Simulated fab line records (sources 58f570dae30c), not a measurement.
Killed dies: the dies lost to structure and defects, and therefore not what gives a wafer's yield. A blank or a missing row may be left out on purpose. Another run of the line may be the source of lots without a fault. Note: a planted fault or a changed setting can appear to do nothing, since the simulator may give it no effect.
A lot that was struck, set against a sound lot + flow berkeleyCmos170 + 43 steps out of a route of 331
Sound: these wafers, L561.1, L561.5, L561.6. The struck wafers were L550.1, L550.3, L550.4. The cause is given at the end.
At each step with rows: each side's tool, then ch and its chambers, then its first start. Under that, the readings that differ: sound wafers + struck wafers + difference of the means + sigmas: that difference in standard deviations of wafers without a fault.
alike: words and numbers the same on both sides, and readings whose means are apart by under 2 such deviations; not compared: readings that were withheld, readings missing a value for some wafer, numbers with overlapping values and no deviation given by the record, and bounds like >300 which may hide the same value.
Wherever a step has rows on one side only, a row that says differs or no value, or a row with sigmas, the two part there. Non-overlapping numbers with no deviation appear without sigmas and do not part them. A reading missing from all wafers of one side parts the sides only when that side holds two or more wafers.

UCB170_BACKSIDE_STRIP_03: strips in O2.
  sound on plasmaAsher-01 ch 0,1, day 11 09:14; struck on plasmaAsher-03 ch 0,1, day 9 20:29
| reading                  | sound             | struck            | difference | sigmas |
|--------------------------|-------------------|-------------------|------------|--------|
| stripTimeToEndpointS (s) | 22.05 22.07 22.07 | 21.83 21.83 21.89 | -0.21      | -3     |
  alike: chamberPressureMTorr, drypumpMotorCurrentA, oesProductAu
  not compared: rfHoursCounterH
then, 3 steps without rows for these wafers: UCB170_BACKSIDE_CLEAN_04 (cleans in SPM, time 600 s); UCB170_SDANNEAL_RTA_00 (time 10 s); UCB170_SDANNEAL_RTA_01 (time 5 s).
UCB170_SDANNEAL_RS_MEAS_02: a four-point-probe measurement.
  struck on filmMetro-04, day 9 20:53; sound on filmMetro-02, day 11 09:38
  alike: PSD_RS
UCB170_SDANNEAL_RS_MEAS_03: a four-point-probe measurement.
  struck on filmMetro-04, day 9 21:00; sound on filmMetro-02, day 11 09:45
| reading         | sound             | struck            | difference | sigmas |
|-----------------|-------------------|-------------------|------------|--------|
| NSD_RS (ohm/sq) | 37.34 37.44 37.29 | 37.12 37.14 37.26 | -0.18      | -3     |
UCB170_SDANNEAL_RS_MEAS_04: a four-point-probe measurement.
  struck on filmMetro-04, day 9 21:07; sound on filmMetro-02, day 11 09:52
  alike: PLDD_RS
UCB170_SDANNEAL_RS_MEAS_05: a four-point-probe measurement.
  struck on filmMetro-04, day 9 21:14; sound on filmMetro-02, day 11 09:59
| reading          | sound             | struck            | difference | sigmas |
|------------------|-------------------|-------------------|------------|--------|
| NLDD_RS (ohm/sq) | 616.8 615.6 618.7 | 613.9 613.2 614.2 | -3.3       | -2     |
then, 1 step without rows for these wafers: UCB170_SILICIDE_PRE_CLEAN_00 (preclean etch time 60 s).
UCB170_SILICIDE_SPUTTER_01: material Ti, target thk 30 nm, time 25 s.
  struck on pvdSputter-04, day 9 21:25; sound on pvdSputter-02, day 11 10:10
  alike: throttleValvePct
UCB170_SILICIDE_RS_MEAS_02: a four-point-probe measurement.
  struck on filmMetro-01, day 9 21:27; sound on filmMetro-04, day 11 10:12
  alike: SILICIDE_TI_RS
UCB170_SILICIDE_THK_MEAS_03: measures by xrf.
  struck on filmMetro-01, day 9 21:34; sound on filmMetro-04, day 11 10:19
  alike: SILICIDE_TI_THK
UCB170_SILICIDE_RTA_04: time 15 s.
  sound on rtpAnneal-02 ch 0, day 11 10:23; struck on rtpAnneal-01 ch 0, day 9 21:38
| reading          | sound             | struck            | difference | sigmas |
|------------------|-------------------|-------------------|------------|--------|
| wafer_temp_C_max | 652.9 652.0 652.8 | 653.7 654.7 654.0 | +1.6       | +2     |
  alike: lampPowerPct
then, 3 steps without rows for these wafers: UCB170_SILICIDE_WET_ETCH_05 (etches Ti in SPM, time 45 s); UCB170_CONTACT_CLEAN_00 (cleans in SPM, time 600 s); UCB170_CONTACT_CVD_01 (deposits PSG from SiH4/O2/PH3, target thk 700 nm, time 2820 s).
UCB170_CONTACT_THK_MEAS_02:
  struck on filmMetro-03, day 9 23:47; sound on filmMetro-03, day 11 12:55
  alike: CONTACT_PSG_THK
then, 5 steps without rows for these wafers: UCB170_CONTACT_HMDS_03 (prime time 60 s); UCB170_CONTACT_COAT_04 (resist thk 900 nm); UCB170_CONTACT_SOFTBAKE_05 (time 60 s); UCB170_CONTACT_STRIP_06 (strips in O2); UCB170_CONTACT_CLEAN_07 (cleans in SPM, time 600 s).
UCB170_CONTACT_RTA_08: time 10 s.
  sound on rtpAnneal-02 ch 0, day 11 13:43; struck on rtpAnneal-01 ch 0, day 10 00:41
| reading          | sound             | struck            | difference | sigmas |
|------------------|-------------------|-------------------|------------|--------|
| lampPowerPct (%) | 22.36 22.35 22.36 | 21.75 21.75 21.76 | -0.60      | -2     |
  alike: wafer_temp_C_max
then, 6 steps without rows for these wafers: UCB170_CONTACT_COAT_09; UCB170_CONTACT_COAT_10 (resist thk 900 nm); UCB170_CONTACT_SOFTBAKE_11 (time 60 s); UCB170_CONTACT_EXPOSE_12 (exposes mask CONT, target cd 700 nm); UCB170_CONTACT_PEB_13; UCB170_CONTACT_DEVELOP_14 (develop time 45 s).
UCB170_CONTACT_CD_MEAS_15: the cd target is 700 nm.
  struck on cdSem-01, day 10 01:43; sound on cdSem-01, day 11 14:52
  alike: cdNm
UCB170_CONTACT_OVL_MEAS_16:
  struck on overlay-01, day 10 01:50; sound on overlay-02, day 11 14:59
| reading          | sound | struck   | difference | sigmas |
|------------------|-------|----------|------------|--------|
| CONTACT_OVL (nm) | 5 4 7 | -9 -6 -5 | -12        | -2     |
UCB170_CONTACT_ETCH_17: etches BARC in N2/H2.
  sound on rieDiel-02 ch 0,1,2, day 11 15:01; struck on rieDiel-04 ch 1,2,3, day 10 01:52
  alike: chamberPressureMTorr, drypumpMotorCurrentA, oesProductAu, throttleValvePct
UCB170_CONTACT_ETCH_18: etches PSG in CHF3/CF4/Ar, stops on TiSi2, target depth 840 nm, time 195 s.
  sound: rieDiel-02 ch 0,1,2; struck: rieDiel-04 ch 1,2,3
  alike: chamberPressureMTorr, drypumpMotorCurrentA, oesProductAu, throttleValvePct
  not compared: rfHoursCounterH
then, 1 step without rows for these wafers: UCB170_CONTACT_STRIP_19 (strips in O2).
UCB170_CONTACT_CD_MEAS_90: the cd target is 700 nm.
  struck on cdSem-01, day 10 02:08; sound on cdSem-01, day 11 15:19
  alike: cdNm
then, 2 steps without rows for these wafers: UCB170_CONTACT_CLEAN_20 (cleans in SPM, time 600 s); UCB170_M1_SPUTTER_00 (material Al, target thk 600 nm, time 80 s).
UCB170_M1_RS_MEAS_01: a four-point-probe measurement.
  struck on filmMetro-02, day 10 02:30; sound on filmMetro-02, day 11 16:05
  alike: M1_AL_RS
UCB170_M1_THK_MEAS_02: measures by xrf.
  struck on filmMetro-02, day 10 02:37; sound on filmMetro-02, day 11 16:12
  alike: M1_AL_THK
then, 3 steps without rows for these wafers: UCB170_M1_COAT_03; UCB170_M1_COAT_04 (resist thk 900 nm); UCB170_M1_SOFTBAKE_05 (time 60 s).
UCB170_M3_PROBE_99:
  struck on prober-01, day 10 19:24; sound on prober-01, day 12 08:34
| reading                                    | sound                       | struck               | difference | sigmas |
|--------------------------------------------|-----------------------------|----------------------|------------|--------|
| model.etest.npolyLine.widthNm (nm)         | 320.5 318.9 319.8           | 318.7 318.6 318.7    | -1.1       |        |
| model.etest.ppolyLine.lineOhmUm            | 15.1 14.77 14.72            | 12.51 12.59 12.53    | -2.32      |        |
| model.etest.npolyLine.lineOhmUm            | 14.67 14.78 14.87           | 12.38 12.82 12.3     | -2.27      |        |
| model.etest.npolyLine.rsOhmSqRimLessCentre | -0.001027 0.004502 0.007396 | -1.269 -1.343 -1.402 | -1.342     |        |
| model.etest.npolyLine.rsOhmSqRange         | 0.1419 0.105 0.08882        | 1.337 1.417 1.419    | +1.279     |        |
| model.etest.ppolyLine.rsOhmSq              | 4.823 4.782 4.761           | 3.997 4.083 3.966    | -0.773     |        |
| model.etest.npolyLine.rsOhmSq              | 4.715 4.696 4.715           | 3.958 3.997 3.917    | -0.751     |        |
  not compared: model.etest.ppolyLine.widthNm

== WHERE THEY PART ==
At UCB170_BACKSIDE_STRIP_03 first; at UCB170_CONTACT_OVL_MEAS_16 last (within this record only). Later steps at which nothing parts them and some readings are alike: UCB170_CONTACT_ETCH_17, UCB170_CONTACT_ETCH_18, UCB170_CONTACT_CD_MEAS_90, UCB170_M1_RS_MEAS_01, UCB170_M1_THK_MEAS_02.

WHY: the cause the simulator had injected
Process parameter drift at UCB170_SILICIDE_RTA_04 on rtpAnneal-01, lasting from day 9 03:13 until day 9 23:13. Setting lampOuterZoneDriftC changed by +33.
